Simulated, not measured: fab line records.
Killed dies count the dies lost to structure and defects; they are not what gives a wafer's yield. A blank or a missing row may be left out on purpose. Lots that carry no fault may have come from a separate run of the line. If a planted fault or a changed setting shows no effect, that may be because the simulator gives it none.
One fault through the eyes of 2 desks + flow ritCmos + numbers are kept per desk, each desk with only its own; the story behind them comes last

TOOL OWNER'S DESK, implanter-02
RIT_NRETRO_IMPLANT_08, tool's own readings: per-lot mean of the sampled wafers with a number, covering each lot this tool ran. Any lot whose mean is over 4 standard deviations away from the usual mean is out of limits and marked OUT; that distance is given in the brackets.
Columns: A = beamEnergyKeV at RIT_NRETRO_IMPLANT_08, usual 69.999; B = endStationPressureTorr at RIT_NRETRO_IMPLANT_08, usual 5.02e-06 Torr
| lot  | first seen here | A                        | B        |
|------|-----------------|--------------------------|----------|
| L794 | day 3 07:52     | 70.010                   | 5.27e-06 |
| L795 | day 3 10:54     | 69.981                   | 5.15e-06 |
| L799 | day 4 10:59     | 70.002                   | 5.08e-06 |
| L803 | day 5 01:52     | 45.489 (-99 or more) OUT | 4.91e-06 |
| L804 | day 5 07:20     | 45.503 (-99 or more) OUT | 4.93e-06 |
| L805 | day 5 12:19     | 45.513 (-99 or more) OUT | 4.89e-06 |
Finding of this desk: L803, L804, L805 out of limits; the first was L803 at day 5 01:52, on beamEnergyKeV at RIT_NRETRO_IMPLANT_08. Within limits: L794, L795, L799.

THE METROLOGY DESK
Lot by lot, what the gauges showed, no matter which tool ran the lot: averages of those sampled wafers that carry a number. Any lot whose mean is over 4 standard deviations away from the usual mean is out of limits and marked OUT; that distance is given in the brackets.
Columns: A = NRETRO_TW at RIT_NRETRO_TW_MEAS_10, usual 1045
| lot  | first seen here | A             |
|------|-----------------|---------------|
| L793 | day 3 03:49     | 1052          |
| L794 | day 3 08:11     | 1051          |
| L795 | day 3 11:13     | 1049          |
| L796 | day 3 14:34     | 1055          |
| L797 | day 3 18:49     | 1044          |
| L798 | day 4 00:48     | 1051          |
| L799 | day 4 11:28     | 1036          |
| L800 | day 4 12:58     | 1038          |
| L803 | day 5 02:19     | 934 (-15) OUT |
| L804 | day 5 07:38     | 928 (-15) OUT |
| L805 | day 5 12:37     | 946 (-13) OUT |
| L810 | day 6 13:06     | 1037          |
| L811 | day 6 17:30     | 1044          |
| L812 | day 6 23:34     | 1047          |
| L813 | day 7 02:26     | 1052          |
This desk's result: L803, L804, L805 out of limits, first on L803 (NRETRO_TW at RIT_NRETRO_TW_MEAS_10), day 5 02:19. Within limits: L793, L794, L795, L796, L797, L798, L799, L800, L810, L811, L812, L813.

ALL TOGETHER
At day 5 01:52, on L803, L804, L805, the tool owner's desk was in a position to raise an alarm.
L803, L804, L805 would have let the metrology desk raise an alarm at day 5 02:19.
All the named lots went through RIT_NRETRO_IMPLANT_08 on implanter-02.

WHAT THE SIMULATOR HAD PUT IN
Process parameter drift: implanter-02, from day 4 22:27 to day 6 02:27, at RIT_NRETRO_IMPLANT_08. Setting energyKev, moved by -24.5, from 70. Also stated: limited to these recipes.
Shown lots that were struck: L803, L804, L805.
Counting hours from when the fault started, the first reading out of limits came at 3 for the tool owner's desk and at 4 for the metrology desk.
